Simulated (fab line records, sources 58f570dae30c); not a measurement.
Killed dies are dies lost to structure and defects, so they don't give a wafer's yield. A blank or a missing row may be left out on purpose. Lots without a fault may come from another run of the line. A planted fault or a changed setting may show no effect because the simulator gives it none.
fab line records | flow berkeley_cmos170
record lots=13 wafers=39 last_day=12
route steps=331 shown ACTIVE@70 GATE@143 PLDD@152
lots that met no fault: from a run of the same line without faults
start_h: hours from the record's first day to the start of the lot's first wafer shown | wait_h: hours since the lot's step before | " the same as in the row above | L1.1+2: a row that stands for several wafers | - no value, or no start given | * or withheld: withheld | < > ~ a bound
route shown NAME@n: a module of which the file shows steps, and the number in the route of the first | usual: mean/standard deviation of fault-free wafers | same: alike in all rows | chamber/n: place in a boat | sites: the reading at each site | _std_site: their standard deviation | _edge_site: outer sites' mean less inner sites' | radius_mm: how far each site lies from the wafer's centre | mask NAME#n: copy n | behind: the tool/chamber that last shaped the wafer | hold: why the lot was held/for how many hours/how that ended | device: the transistor (n, p or np) that didn't switch | end of line: the same wafers' tests at the end of the route | a step without rows: its recipe alone | killed: dies lost to structure and defects at the first sort, not the wafer's yield | map: a wafer's dies, x killed, . not, _ none there
set.NAME: the setting as run; set.NAME@STEP: as run at that earlier step | model.NAME: the simulator's own value behind a step, which no gauge read
steps of the route over a sample of lots; a table a step, a row a wafer
services: from which hour (start_h, from the record's first day; less than 0 if before it) a tool's chamber was out of use, for how many hours, and why
## steps
# step UCB170_ACTIVE_EXPOSE_10
# recipe mask_id=ACTIVE target_cd_nm=1200 na=0.5 sigma_outer=0.6 source_shape=conventional dose_mj=20
# columns lot.wafer tool chamber start_h wait_h mask
L506.1+2+5 krf_scanner-02 0 68.97 0.3 ACTIVE#0
L509.1+4+5 krf_scanner-01 0 91.36 0.2 ACTIVE#0
L508.1+2+3 krf_scanner-02 0 91.60 0.3 ACTIVE#0
L512.1+4+6 krf_scanner-02 0 103.91 0.2 ACTIVE_R1#0
L515.1+3+4 krf_scanner-01 0 110.75 0.3 ACTIVE#0
L520.2+5+6 krf_scanner-02 0 138.40 0.2 ACTIVE#0
L521.1+2+3 krf_scanner-01 0 150.08 0.2 ACTIVE#0
L522.2+3+6 krf_scanner-01 0 157.90 0.1 ACTIVE#0
L524.2+3+6 krf_scanner-02 0 166.90 0.2 ACTIVE#0
L525.3+4+5 krf_scanner-01 0 167.16 0.4 ACTIVE#0
L527.2+4+6 krf_scanner-01 0 177.77 0.1 ACTIVE#0
L526.2+3+6 krf_scanner-02 0 178.05 0.2 ACTIVE#0
L529.1+2+4 krf_scanner-02 0 199.20 0.2 ACTIVE#0
# step UCB170_ACTIVE_CD_MEAS_13
# recipe target_cd_nm=1200
# usual cd_nm=1199.9/1.5
# columns lot.wafer tool chamber start_h wait_h hold cd_nm
L506.1 cd_sem-01 - 69.36 - - 1199.0
L506.2 " - " " - 1199.6
L506.5 " - " " - 1199.8
L509.1 cd_sem-01 - 91.75 - - 1198.4
L509.4 " - " " - 1199.0
L509.5 " - " " - 1199.8
L508.1 cd_sem-01 - 92.14 - - 1196.7
L508.2 " - " " - 1196.9
L508.3 " - " " - 1199.2
L512.1 cd_sem-01 - 104.51 - await_dispo/0.2h/release 1285.8
L512.4 " - " " await_dispo/0.2h/release 1284.1
L512.6 " - " " await_dispo/0.2h/release 1284.2
L512.1 cd_sem-01 - 104.80 0.3 - 1285.5
L512.4 " - " " - 1284.2
L512.6 " - " " - 1284.9
L515.1 cd_sem-01 - 111.51 - - 1198.9
L515.3 " - " " - 1200.5
L515.4 " - " " - 1200.6
L520.2 cd_sem-02 - 138.85 - - 1201.9
L520.5 " - " " - 1202.7
L520.6 " - " " - 1203.2
L521.1 cd_sem-02 - 150.47 - - 1199.8
L521.2 " - " " - 1199.5
L521.3 " - " " - 1198.9
L522.2 cd_sem-01 - 158.30 - - 1200.1
L522.3 " - " " - 1201.6
L522.6 " - " " - 1199.3
L524.2 cd_sem-01 - 167.29 - - 1197.4
L524.3 " - " " - 1198.4
L524.6 " - " " - 1198.5
L525.3 cd_sem-02 - 167.55 - - 1198.6
L525.4 " - " " - 1198.7
L525.5 " - " " - 1198.9
L527.2 cd_sem-01 - 178.16 - - 1203.4
L527.4 " - " " - 1201.0
L527.6 " - " " - 1202.1
L526.2 cd_sem-02 - 178.46 - - 1198.4
L526.3 " - " " - 1200.6
L526.6 " - " " - 1200.2
L529.1 cd_sem-01 - 199.62 - - 1199.8
L529.2 " - " " - 1200.1
L529.4 " - " " - 1202.0
# step UCB170_ACTIVE_OVL_MEAS_14
# usual ACTIVE_OVL=1/6
# columns lot.wafer tool chamber start_h wait_h ACTIVE_OVL[nm]
L506.1 overlay-02 - 69.48 0.1 6
L506.2 " - " " -3
L506.5 " - " " 3
L509.1 overlay-01 - 91.87 0.1 -6
L509.4 " - " " -3
L509.5 " - " " -10
L508.1 overlay-01 - 92.26 0.1 -1
L508.2 " - " " 7
L508.3 " - " " -6
L515.1 overlay-02 - 111.63 0.1 9
L515.3 " - " " 9
L515.4 " - " " -1
L520.2 overlay-01 - 138.96 0.1 -3
L520.5 " - " " 4
L520.6 " - " " -10
L521.1 overlay-01 - 150.59 0.1 0
L521.2 " - " " 0
L521.3 " - " " -3
L522.2 overlay-02 - 158.40 0.1 1
L522.3 " - " " 3
L522.6 " - " " -2
L524.2 overlay-01 - 167.39 0.1 5
L524.3 " - " " -6
L524.6 " - " " 6
L525.3 overlay-01 - 167.64 0.1 9
L525.4 " - " " -1
L525.5 " - " " 12
L527.2 overlay-02 - 178.27 0.1 2
L527.4 " - " " 3
L527.6 " - " " 6
L526.2 overlay-02 - 178.57 0.1 -11
L526.3 " - " " -16
L526.6 " - " " -1
L529.1 overlay-01 - 199.74 0.1 4
L529.2 " - " " 0
L529.4 " - " " -4
# step UCB170_GATE_CD_MEAS_90
# recipe target_cd_nm=350
# usual cd_nm=349.4/1.6
# columns lot.wafer tool chamber start_h wait_h cd_nm
L506.1 cd_sem-02 - 111.13 0.1 350.1
L506.2 " - " " 348.4
L506.5 " - " " 349.7
L509.1 cd_sem-01 - 135.66 0.1 346.9
L509.4 " - " " 347.5
L509.5 " - " " 346.8
L508.1 cd_sem-01 - 135.94 0.1 351.3
L508.2 " - " " 351.6
L508.3 " - " " 351.2
L515.1 cd_sem-02 - 160.23 0.1 347.8
L515.3 " - " " 348.0
L515.4 " - " " 348.7
L520.2 cd_sem-02 - 186.75 0.1 347.5
L520.5 " - " " 348.3
L520.6 " - " " 348.9
L521.1 cd_sem-01 - 201.26 0.1 350.2
L521.2 " - " " 349.3
L521.3 " - " " 350.3
L522.2 cd_sem-02 - 209.28 0.1 350.2
L522.3 " - " " 349.5
L522.6 " - " " 351.2
L524.2 cd_sem-02 - 213.17 0.1 352.3
L524.3 " - " " 351.5
L524.6 " - " " 351.7
L525.3 cd_sem-01 - 213.39 0.1 349.2
L525.4 " - " " 348.8
L525.5 " - " " 349.3
L526.2 cd_sem-02 - 222.67 0.2 350.6
L526.3 " - " " 349.1
L526.6 " - " " 350.7
L527.2 cd_sem-01 - 222.73 0.2 351.3
L527.4 " - " " 349.5
L527.6 " - " " 350.8
L529.1 cd_sem-01 - 249.58 0.1 350.1
L529.2 " - " " 351.0
L529.4 " - " " 349.9
# step UCB170_PLDD_OVL_MEAS_07
# usual PLDD_OVL=0/5.4
# columns lot.wafer tool chamber start_h wait_h PLDD_OVL[nm]
L506.1 overlay-01 - 113.18 0.1 6
L506.2 " - " " 10
L506.5 " - " " 9
L509.1 overlay-02 - 136.92 0.1 1
L509.4 " - " " 3
L509.5 " - " " -8
L508.1 overlay-01 - 137.43 0.1 7
L508.2 " - " " 6
L508.3 " - " " 8
L515.1 overlay-02 - 161.50 0.1 -1
L515.3 " - " " 5
L515.4 " - " " -5
L520.2 overlay-02 - 188.26 0.1 2
L520.5 " - " " -1
L520.6 " - " " 4
L521.1 overlay-01 - 202.82 0.1 2
L521.2 " - " " 4
L521.3 " - " " 8
L522.2 overlay-02 - 211.50 0.1 10
L522.3 " - " " 8
L522.6 " - " " 5
L524.2 overlay-02 - 214.97 0.1 -3
L524.3 " - " " -14
L524.6 " - " " -9
L525.3 overlay-02 - 215.25 0.1 -7
L525.4 " - " " 3
L525.5 " - " " 1
L526.2 overlay-02 - 224.19 0.1 -3
L526.3 " - " " 0
L526.6 " - " " -3
L527.2 overlay-01 - 224.47 0.1 0
L527.4 " - " " 4
L527.6 " - " " 1
L529.1 overlay-02 - 251.77 0.1 -2
L529.2 " - " " -4
L529.4 " - " " -4
## services
# columns tool chamber start_h hours kind
krf_scanner-02 - 56.77 4.0 pm
krf_scanner-02 - 87.56 1.0 pm
krf_scanner-01 - 99.35 0.8 pm
krf_scanner-02 - 110.43 3.6 pm
krf_scanner-02 0 114.86 - calibration
krf_scanner-01 0 115.25 - calibration
krf_scanner-01 - 118.36 0.5 repair
krf_scanner-01 - 128.20 0.4 repair
krf_scanner-01 - 139.13 1.3 pm
krf_scanner-02 - 155.64 4.4 pm
krf_scanner-01 - 189.05 1.0 pm
## key
first_sign step=UCB170_ACTIVE_EXPOSE_10 reading=mask direction=changed
effect step=UCB170_ACTIVE_CD_MEAS_13 reading=visit direction=added
effect step=UCB170_ACTIVE_CD_MEAS_13 reading=cd_nm direction=up sigmas=56 usual=1199.9 struck=1284.7
met_at UCB170_ACTIVE_EXPOSE_10
struck_lots L512
scrapped_behind UCB170_ACTIVE_CD_MEAS_13 L512.1,L512.4,L512.6
not_acting_at UCB170_ACTIVE_OVL_MEAS_14,UCB170_GATE_CD_MEAS_90,UCB170_PLDD_OVL_MEAS_07
onset_between 91.60 103.91
fault kind=wrong_mask tool=any chamber=- onset_h=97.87 steps=UCB170_ACTIVE_EXPOSE_10 aux_copy=ACTIVE_R1#0 cd_offset_nm=84 scope=struck_lots_only
